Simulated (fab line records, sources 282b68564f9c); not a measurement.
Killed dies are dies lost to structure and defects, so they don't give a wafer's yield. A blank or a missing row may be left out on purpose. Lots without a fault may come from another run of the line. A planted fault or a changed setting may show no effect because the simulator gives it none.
Which tool did it? | flow rit_cmos | 13 lots, 39 wafers sampled, at 2 steps of a route of 202

WHAT THE GAUGES READ, wafer by wafer
RIT_GATE_CD_MEAS_16: target cd 150 nm. Usual: cd_nm 150.1 nm, standard deviation 2.4.
lot  | measured    | on        | cd_nm (nm)        | flag
L296 | day 2 17:01 | cd_sem-01 | 155.8 152.7 153.0 |
L297 | day 2 19:17 | cd_sem-02 | 154.5 152.9 152.9 |
L298 | day 2 23:33 | cd_sem-02 | 147.5 147.9 148.4 |
L299 | day 3 05:44 | cd_sem-02 | 150.7 151.6 152.9 |
L301 | day 3 13:28 | cd_sem-02 | 148.7 151.1 149.6 |
L302 | day 3 20:06 | cd_sem-01 | 13.5 - 132.7      | OFF
L306 | day 4 15:49 | cd_sem-02 | 150.8 151.9 148.3 |
L312 | day 5 23:09 | cd_sem-01 | 150.0 149.4 149.3 |
L315 | day 6 18:14 | cd_sem-01 | 149.1 147.8 149.0 |
L316 | day 7 07:44 | cd_sem-02 | 147.1 147.2 147.2 |
L317 | day 7 21:10 | cd_sem-02 | 145.8 149.0 148.9 |
L318 | day 7 21:27 | cd_sem-02 | 150.7 150.2 151.8 |
L319 | day 8 10:36 | cd_sem-01 | 152.5 153.5 155.1 |

WHICH TOOL RAN EACH LOT (tool, then ch and the chambers of the sampled wafers, then the start)
lot  | RIT_GATE_EXPOSE_13
L296 | iline_stepper-01 ch 0, day 2 16:37
L297 | iline_stepper-02 ch 0, day 2 18:53
L298 | iline_stepper-01 ch 0, day 2 23:09
L299 | iline_stepper-02 ch 0, day 3 05:20
L301 | iline_stepper-02 ch 0, day 3 13:04
L302 | iline_stepper-01 ch 0, day 3 19:41
L306 | iline_stepper-02 ch 0, day 4 15:22
L312 | iline_stepper-02 ch 0, day 5 22:45
L315 | iline_stepper-02 ch 0, day 6 17:49
L316 | iline_stepper-01 ch 0, day 7 07:20
L317 | iline_stepper-01 ch 0, day 7 20:46
L318 | iline_stepper-02 ch 0, day 7 21:01
L319 | iline_stepper-01 ch 0, day 8 10:12
- RIT_GATE_EXPOSE_13: exposes mask M6, target cd 150 nm.

WHAT THE TOOLS THEMSELVES READ (means of the sampled wafers that have a number; where no wafer has one, the mark that the record gives instead)
RIT_GATE_EXPOSE_13. Usual: exposure_dose_mJ_cm2 383.2, standard deviation 0.41; focus_offset_nm 0.1 nm, standard deviation 0.5; reticle_temp_C 23.00 C, standard deviation 0.11.
lot  | tool             | exposure_dose_mJ_cm2 | focus_offset_nm (nm) | reticle_temp_C (C) | flag
L296 | iline_stepper-01 | 383.5                | -0.1                 | 23.11              |
L297 | iline_stepper-02 | 383.2                | 0.3                  | 23.01              |
L298 | iline_stepper-01 | 383.4                | 0.2                  | 23.02              |
L299 | iline_stepper-02 | 383.6                | 0.0                  | 22.85              |
L301 | iline_stepper-02 | 383.2                | 0.6                  | 23.12              |
L302 | iline_stepper-01 | 368.3                | -0.0                 | 23.04              | OFF
L306 | iline_stepper-02 | 383.0                | -0.6                 | 23.11              |
L312 | iline_stepper-02 | 382.8                | -0.2                 | 22.98              |
L315 | iline_stepper-02 | 382.9                | 0.0                  | 23.09              |
L316 | iline_stepper-01 | 382.8                | 0.3                  | 23.04              |
L317 | iline_stepper-01 | 382.7                | -0.1                 | 22.97              |
L318 | iline_stepper-02 | 383.8                | -0.2                 | 23.05              |
L319 | iline_stepper-01 | 383.3                | -0.4                 | 22.87              |

THE ANSWER, worked out from the rows above alone
Rule: a lot is off if the mean of its wafers that have a number lies more than 3 standard deviations from the usual mean. A lot without any number at a reading at which 4 lots or more have one is off too. The other lots that the step has rows for count as sound. The gauges are gone through in route order, then the tools' own readings, and for those a lot's mean is taken as printed above. The first step at which some lot is off is used, and at that step the reading that is off furthest; a lot without a number counts as furthest.
Off: L302, at RIT_GATE_CD_MEAS_16 (cd_nm).
A tool fits if, at a process step before that reading, it ran every lot that is off, and no sound lot after the first of them. The gauges at RIT_GATE_CD_MEAS_16 aren't tried: what is off there is off at RIT_GATE_EXPOSE_13 too, on other tools, and a gauge's error can't cause that. None of those tried fits.

WHAT THE SIMULATOR HAD PUT IN
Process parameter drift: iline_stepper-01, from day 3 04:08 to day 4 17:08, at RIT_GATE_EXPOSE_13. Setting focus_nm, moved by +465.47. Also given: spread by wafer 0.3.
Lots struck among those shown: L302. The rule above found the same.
